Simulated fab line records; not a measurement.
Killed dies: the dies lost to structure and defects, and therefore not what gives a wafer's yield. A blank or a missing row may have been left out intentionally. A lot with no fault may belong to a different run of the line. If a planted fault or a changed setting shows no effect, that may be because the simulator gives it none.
Problem report in the 8D (eight disciplines) form, filled by code | flow berkeley cmos170 | the parts of the form that need people (team, actions taken, sign-off) are left out

1. THE ISSUE
Mean of cd nm at UCB170_M3_CD_MEAS_90: 715 nm across 6 wafers in 2 lots; on wafers with no fault it is 698 nm (standard deviation 3). That puts it +5.7 standard deviations away from the usual mean.
The step: target cd 700 nm.
The first sign was on wafer L642.1 at day 10 18:51, on cd sem-02. The record holds 42 wafers of 14 lots with a number at this step. By rule, "out" or "out of limits" means more than 4 standard deviations away from the usual mean. The rest of the wafers with a number are treated as sound.

2. WHAT IT IS; WHAT IT IS NOT
question                    | is                     | is not
which readings at this step | cd nm                  | -
which lots                  | L642, L647             | L635, L636, L637, L638, L639, L640, L641, L652, L654, L656, L657, L658
which wafers of those lots  | all that have a number | -
read on which gauges        | cd sem-02              | cd sem-01
when                        | from day 10 18:51      | up to then (21 sound wafers); but 15 sound wafers of L652, L654, L656, L657, L658 came after

3. THE SUSPECTS, EACH WITH WHAT RULES IT OUT
Counting: a tool stays on the suspect list if, at a process step up to the reading, it processed all lots that are out and no sound lot following the first of them.
- the gauge at UCB170_M3_CD_MEAS_90 is ruled out. All the wafers that are out were read on cd sem-02, but those of them that UCB170_M3_METAL_ETCH_18 has rows for are out there too, on other tools.
- rie metal-02 at UCB170_M3_METAL_ETCH_18 (etches Al in Cl2/BCl3, stops on SiO2, target depth 1170 nm, time 200.3 s): kept. Every lot that is out went through it, starting with L642 (day 10 18:34), and after that it ran no sound lot; the last sound lot it ran before then is L641 (day 9 17:36). On those wafers its own readings are out: oes product au.
- plasma asher-03 at UCB170_M3_STRIP_19 (strips in O2): ruled out as a lasting fault. After its first lot that is out, L642 (day 10 18:45), sound lots L657 ran on it.
Left after counting: rie metal-02 at UCB170_M3_METAL_ETCH_18.

4. THE CAUSE (what the simulator had put in)
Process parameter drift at UCB170_M3_METAL_ETCH_18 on rie metal-02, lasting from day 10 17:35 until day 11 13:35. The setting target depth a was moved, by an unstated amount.
This tool alone remained once counting was done.

5. THE CHAIN OF EFFECTS, in route order
Each row: a reading where the mean over the struck wafers with a number is more than 3 standard deviations away from the usual. Scope: only readings with a usual standard deviation given in the record; hours: median across lots of the time from each lot's start at the first step in this table that gives one to its start at this step; sigmas: change in usual standard deviations.
hours | step                    | reading              | usual      | on struck wafers | change | sigmas
0     | UCB170_M3_METAL_ETCH_18 | oes product au       | 0.861 a.u. | 1.024            | +0.163 | +9.6
0     | UCB170_M3_STRIP_19      | oes product au       | 0.517 a.u. | 0.719            | +0.202 | +17
0     | UCB170_M3_CD_MEAS_90    | cd nm                | 698 nm     | 715              | +17    | +5.7
1     | UCB170_M3_PROBE_99      | defect limited yield | 98.8 %     | 0.0              | -98.8  | -99 or more
1     | UCB170_M3_PROBE_99      | killed_at_M0_to_M3   | 0.9        | 261.5            | +260.6 | +99 or more
1     | UCB170_M3_PROBE_99      | killed dies          | 3.1        | 264.0            | +260.9 | +99 or more
1     | UCB170_M3_PROBE_99      | killed on rim        | 0.9        | 70.0             | +69.1  | +71
1     | UCB170_M3_PROBE_99      | sort_bin_5_function  | 0.7 %      | 99.5             | +98.8  | +99 or more
1     | UCB170_M3_PROBE_99      | sort n pass          | 260.9      | 0.0              | -260.9 | -99 or more
1     | UCB170_M3_PROBE_99      | sort yield pct       | 98.8 %     | 0.0              | -98.8  | -99 or more
The process steps in it:
- UCB170_M3_METAL_ETCH_18: etches Al in Cl2/BCl3, stops on SiO2, target depth 1170 nm, time 200.3 s.
- UCB170_M3_STRIP_19: strips in O2.
- UCB170_M3_PROBE_99

6. HOW IT WOULD HAVE BEEN CAUGHT EARLIER
In this record the first reading out of limits at a measuring or inspecting step was taken at day 10 18:51, 1 hour after the fault began at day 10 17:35.
Tool's own readings at UCB170_M3_METAL_ETCH_18, oes product au: out on all struck wafers the step has rows for; an alarm limit on them would have tripped on the first.
L647, from the lots that are out (2), started UCB170_M3_METAL_ETCH_18 on rie metal-02 later than day 10 18:51. A tool hold placed at that time would have kept it from harm.
